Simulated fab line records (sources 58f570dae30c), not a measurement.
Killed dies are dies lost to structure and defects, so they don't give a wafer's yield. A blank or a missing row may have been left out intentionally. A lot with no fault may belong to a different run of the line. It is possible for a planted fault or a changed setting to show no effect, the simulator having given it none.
Which tool is to blame? || flow berkeley cmos170 || 7 lots with 21 wafers sampled at 2 steps, on a route of 331 steps

== WHAT THE GAUGES SHOWED, per wafer ==
UCB170_FIELD_THK_MEAS_90.
{"lot": "L834", "measured": "day 5 12:47", "on": "film metro-04", "FIELD_OXIDE_LEFT_1_THK (nm)": "441 453 441"}
{"lot": "L839", "measured": "day 6 13:10", "on": "film metro-04", "FIELD_OXIDE_LEFT_1_THK (nm)": "439 433 438"}
{"lot": "L838", "measured": "day 6 13:10", "on": "film metro-03", "FIELD_OXIDE_LEFT_1_THK (nm)": "449 430 443"}
{"lot": "L844", "measured": "day 7 06:53", "on": "film metro-03", "FIELD_OXIDE_LEFT_1_THK (nm)": "441 443 436"}
{"lot": "L845", "measured": "day 7 16:16", "on": "film metro-04", "FIELD_OXIDE_LEFT_1_THK (nm)": "454 457 454"}
{"lot": "L851", "measured": "day 8 18:04", "on": "film metro-01", "FIELD_OXIDE_LEFT_1_THK (nm)": "437 440 437"}
{"lot": "L855", "measured": "day 9 17:05", "on": "film metro-03", "FIELD_OXIDE_LEFT_1_THK (nm)": "450 440 448"}

== TOOL THAT RAN EACH LOT (tool first, then ch and the chambers of the sampled wafers, then the start) ==
{"lot": "L834", "UCB170_PFIELD_STRIP_08": "plasma asher-03 ch 0,1, day 4 23:18"}
{"lot": "L839", "UCB170_PFIELD_STRIP_08": "plasma asher-03 ch 0, day 5 23:25"}
{"lot": "L838", "UCB170_PFIELD_STRIP_08": "plasma asher-01 ch 0,1, day 6 00:08"}
{"lot": "L844", "UCB170_PFIELD_STRIP_08": "plasma asher-01 ch 1, day 6 15:46"}
{"lot": "L845", "UCB170_PFIELD_STRIP_08": "plasma asher-03 ch 0,1, day 7 04:25"}
{"lot": "L851", "UCB170_PFIELD_STRIP_08": "plasma asher-04 ch 0,1, day 8 03:59"}
{"lot": "L855", "UCB170_PFIELD_STRIP_08": "plasma asher-01 ch 0,1, day 9 03:26"}
- UCB170_PFIELD_STRIP_08: strips in O2.

== THE ANSWER, worked out from the rows above alone ==
Rule: usual is defined by the lots themselves. The widest of any qualifying gaps counts: lots, ordered by their means at a reading, are off when they make up no more than a third of the lots, leave a main group of 4 or more, and stand apart from it by 3 or more times the standard deviation of that group's means. A main group is skipped when, at the precision printed for the reading in the tables above, its means are all equal. A lot without any number at a reading at which 4 lots or more have one is off too. Where the step has rows for the other lots, those lots are counted as sound.
No lot is off on any of the readings shown, so nothing can be concluded from this.

== WHAT THE SIMULATOR HAD INSERTED ==
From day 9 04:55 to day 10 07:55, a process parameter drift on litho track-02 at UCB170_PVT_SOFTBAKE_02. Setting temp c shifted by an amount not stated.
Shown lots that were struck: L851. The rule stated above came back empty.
